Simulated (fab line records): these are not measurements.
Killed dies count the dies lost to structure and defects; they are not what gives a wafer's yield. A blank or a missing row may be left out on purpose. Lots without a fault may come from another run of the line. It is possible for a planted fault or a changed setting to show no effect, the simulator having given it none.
A single fault, viewed from 2 desks + flow berkeleyCmos170 + numbers are kept per desk, each desk with only its own; the story behind them comes last

TOOL OWNER'S DESK, plasmaAsher-02
The tool's own readings at UCB170_V1_STRIP_15 (strips in O2): means of the sampled wafers that have a number, for each lot that ran on this tool. A lot is out of limits, marked OUT, if its mean lies more than 4 standard deviations from the usual mean; the brackets give that distance.
Columns: A = chamberPressureMTorr at UCB170_V1_STRIP_15, usual 3500 mTorr; B = drypumpMotorCurrentA at UCB170_V1_STRIP_15, usual 5.9 A; C = oesProductAu at UCB170_V1_STRIP_15, usual 0.722 a.u.; D = stripTimeToEndpointS at UCB170_V1_STRIP_15, usual 15.27 s
| lot  | first seen here | A                      | B   | C     | D     |
|------|-----------------|------------------------|-----|-------|-------|
| L329 | day 7 17:08     | 3498                   | 6.0 | 0.726 | 15.47 |
| L331 | day 8 02:52     | 3502                   | 5.9 | 0.721 | 15.32 |
| L330 | day 8 09:17     | 3494                   | 5.9 | 0.720 | 15.33 |
| L335 | day 9 11:18     | 3032 (-99 or more) OUT | 6.0 | 0.724 | 15.33 |
| L339 | day 9 16:44     | 3033 (-99 or more) OUT | 6.0 | 0.719 | 15.23 |
| L337 | day 9 17:08     | 3269 (-68) OUT         | 6.0 | 0.722 | 15.29 |
This desk finds L335, L337, L339 out of limits, L335 being first, at day 9 11:18 (chamberPressureMTorr at UCB170_V1_STRIP_15). In limits: L329, L331, L330.

FROM THE METROLOGY DESK
What the gauges read for every lot (on any tool): the sampled wafers with a number, averaged. A lot is out of limits, marked OUT, if its mean lies more than 4 standard deviations from the usual mean; the brackets give that distance.
Columns: A = NSD_RS at UCB170_SDANNEAL_RS_MEAS_03, usual 37.08 ohm/sq; B = cdNm at UCB170_V1_CD_MEAS_12, usual 700.4 nm
| lot  | first seen here | A     | B     |
|------|-----------------|-------|-------|
| L329 | day 7 00:40     | 37.06 | 700.0 |
| L331 | day 7 14:05     | 37.13 | 698.6 |
| L330 | day 7 17:05     | 37.27 | 701.4 |
| L332 | day 8 01:21     | 37.12 | 700.9 |
| L335 | day 8 17:58     | 37.03 | 699.5 |
| L336 | day 8 21:11     | 37.15 | 700.9 |
| L339 | day 9 00:19     | 37.11 | 700.0 |
| L337 | day 9 02:43     | 36.98 | 701.6 |
| L342 | day 9 12:29     | 37.10 | 702.4 |
| L346 | day 10 00:56    | 37.07 | 699.7 |
| L347 | day 10 07:31    | 37.13 | 699.2 |
| L349 | day 10 21:26    | 37.04 | 700.2 |
| L348 | day 10 21:57    | 37.08 | 699.5 |
| L352 | day 11 03:04    | 37.04 | 699.3 |
| L351 | day 11 03:05    | 37.14 | 701.7 |
This desk's finding: nothing out of limits on any of the 15 lots.

ALL TOGETHER
On L335, L337, L339, at day 9 11:18, an alarm was possible from the tool owner's desk.
Metrology desk: nothing out of limits seen.
The metrology desk holds a record of L335, L337, L339, inside its limits.
Every lot named ran UCB170_V1_STRIP_15 on plasmaAsher-02.

WHAT WAS PUT IN BY THE SIMULATOR
plasmaAsher-02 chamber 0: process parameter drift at UCB170_V1_STRIP_15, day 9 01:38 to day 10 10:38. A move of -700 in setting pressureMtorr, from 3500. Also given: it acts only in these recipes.
Struck lots among those shown: L335, L337, L339.
Hours from the fault's start to each desk's first reading out of limits: the tool owner's desk, 10.
